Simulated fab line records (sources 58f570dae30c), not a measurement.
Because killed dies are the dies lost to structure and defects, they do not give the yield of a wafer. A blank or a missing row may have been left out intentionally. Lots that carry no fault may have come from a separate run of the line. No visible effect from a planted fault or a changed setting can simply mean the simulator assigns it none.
Chamber matching :: flow berkeleyCmos170 :: UCB170_V1_CMP_02 on cmp-01 has 4 sister chambers
The step polishes SiO2. 16 wafers are shown with their chamber, then 8 later ones without.

== WAFERS PAIRED WITH THEIR CHAMBERS ==
wafer: L743.4
chamber: 3
motorCurrentA (A): 17.1

wafer: L743.5
chamber: 0
motorCurrentA (A): 14.2

wafer: L743.6
chamber: 1
motorCurrentA (A): 17.7

wafer: L747.2
chamber: 1
motorCurrentA (A): 16.2

wafer: L747.3
chamber: 2
motorCurrentA (A): 14.9

wafer: L747.5
chamber: 3
motorCurrentA (A): 16.0

wafer: L746.2
chamber: 1
motorCurrentA (A): 16.5

wafer: L746.5
chamber: 0
motorCurrentA (A): 14.3

wafer: L746.6
chamber: 1
motorCurrentA (A): 16.6

wafer: L745.2
chamber: 3
motorCurrentA (A): 16.3

wafer: L745.4
chamber: 0
motorCurrentA (A): 13.2

wafer: L745.5
chamber: 1
motorCurrentA (A): 16.5

wafer: L744.1
chamber: 1
motorCurrentA (A): 17.1

wafer: L744.4
chamber: 3
motorCurrentA (A): 16.1

wafer: L744.6
chamber: 0
motorCurrentA (A): 14.1

wafer: L762.2
chamber: 2
motorCurrentA (A): 15.4

SIGNATURES (means of the wafers above)
reading: motorCurrentA
chamber 0: 13.950
chamber 1: 16.767
chamber 2: 15.150
chamber 3: 16.375
scatter within a chamber: 0.51
Rule: a wafer's distance from a chamber is the root of the sum, over the readings, of the square of ((its reading less the chamber's mean) divided by the reading's scatter). If the next closest chamber is less than 2 further off than the closest, the wafer can't be placed; otherwise it belongs to the closest. The scatter: take each reading less its chamber's mean, square it, sum over the shown wafers, divide by the number of wafers less the number of chambers, and take the root.

== WAFERS MISSING THEIR CHAMBER ==
wafer: L762.3
motorCurrentA (A): 16.5

wafer: L762.6
motorCurrentA (A): 15.8

wafer: L764.1
motorCurrentA (A): 16.5

wafer: L764.4
motorCurrentA (A): 16.5

wafer: L764.5
motorCurrentA (A): 17.0

wafer: L765.2
motorCurrentA (A): 16.5

wafer: L765.3
motorCurrentA (A): 14.2

wafer: L765.4
motorCurrentA (A): 16.8

== THE CHAMBER EACH PASSED THROUGH ==
wafer: L762.3
from the rows above: can't be placed: 3 or 1
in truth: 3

wafer: L762.6
from the rows above: can't be placed: 3 or 2 or 1
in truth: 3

wafer: L764.1
from the rows above: can't be placed: 3 or 1
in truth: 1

wafer: L764.4
from the rows above: can't be placed: 3 or 1
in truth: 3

wafer: L764.5
from the rows above: can't be placed: 1 or 3
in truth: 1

wafer: L765.2
from the rows above: can't be placed: 3 or 1
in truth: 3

wafer: L765.3
from the rows above: can't be placed: 0 or 2
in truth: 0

wafer: L765.4
from the rows above: can't be placed: 1 or 3
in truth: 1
Placed correctly: 0 of 8. Can't be placed from these rows: 8 (the true chamber is among the candidates in 8). Placed wrongly: 0.
